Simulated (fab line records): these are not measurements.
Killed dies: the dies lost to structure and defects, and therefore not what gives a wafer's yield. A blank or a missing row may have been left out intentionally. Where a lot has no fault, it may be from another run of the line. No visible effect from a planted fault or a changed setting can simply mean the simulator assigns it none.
A single fault, viewed from 2 desks | flow berkeley-cmos170 | only its own numbers are on each desk; what lay behind them is given at the end

TOOL OWNER'S DESK, litho-track-01
Per lot that ran on this tool, the mean of the sampled wafers carrying a number, from the tool's own readings at UCB170_ACTIVE_SOFTBAKE_09 (time 60 s). Marked OUT: a lot whose mean sits more than 4 standard deviations from the usual mean, which makes it out of limits; the brackets give that distance.
Columns: A = heater-power-total-W at UCB170_ACTIVE_SOFTBAKE_09, usual 56.80 W; B = plate-temp-C at UCB170_ACTIVE_SOFTBAKE_09, usual 130.01 C
lot  | first seen here | A               | B
L927 | day 4 02:50     | 56.83           | 130.05
L933 | day 5 18:19     | 56.83           | 129.98
L945 | day 7 17:14     | 60.03 (+73) OUT | 135.91 (+42) OUT
L949 | day 8 12:29     | 60.00 (+73) OUT | 135.71 (+41) OUT
This desk's finding: out of limits on L945, L949; first on L945, day 7 17:14 (heater-power-total-W at UCB170_ACTIVE_SOFTBAKE_09). L927, L933: within limits.

METROLOGY DESK
What the gauges read for every lot (on any tool): the sampled wafers with a number, averaged. Marked OUT: a lot whose mean sits more than 4 standard deviations from the usual mean, which makes it out of limits; the brackets give that distance.
Columns: A = cd-nm at UCB170_ACTIVE_CD_MEAS_13, usual 1199.4 nm
lot  | first seen here | A
L928 | day 4 03:41     | 1198.2
L927 | day 4 03:52     | 1198.8
L929 | day 4 19:15     | 1198.1
L930 | day 5 00:49     | 1199.0
L932 | day 5 11:04     | 1201.1
L931 | day 5 11:07     | 1200.2
L934 | day 5 19:20     | 1198.3
L933 | day 5 19:37     | 1199.0
L935 | day 6 04:09     | 1198.3
L936 | day 6 04:25     | 1199.0
L937 | day 6 10:02     | 1201.1
L945 | day 7 18:04     | 1182.9 (-12) OUT
L949 | day 8 13:49     | 1181.5 (-13) OUT
L950 | day 8 22:39     | 1199.0
This desk's finding: out of limits on L945, L949; first on L945, day 7 18:04 (cd-nm at UCB170_ACTIVE_CD_MEAS_13). L928, L927, L929, L930, L932, L931, L934, L933, L935, L936, L937, L950: within limits.

ALL TOGETHER
At day 7 17:14, on L945, L949, the tool owner's desk was in a position to raise an alarm.
L945, L949 would have let the metrology desk raise an alarm at day 7 18:04.
Of the lots named, all ran UCB170_ACTIVE_SOFTBAKE_09 on litho-track-01.

WHAT THE SIMULATOR PUT IN
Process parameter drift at UCB170_ACTIVE_SOFTBAKE_09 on litho-track-01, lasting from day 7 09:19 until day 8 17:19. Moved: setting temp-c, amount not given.
Struck lots among those shown: L945, L949.
Hours from the fault's start to each desk's first reading out of limits: the tool owner's desk, 8; the metrology desk, 9.
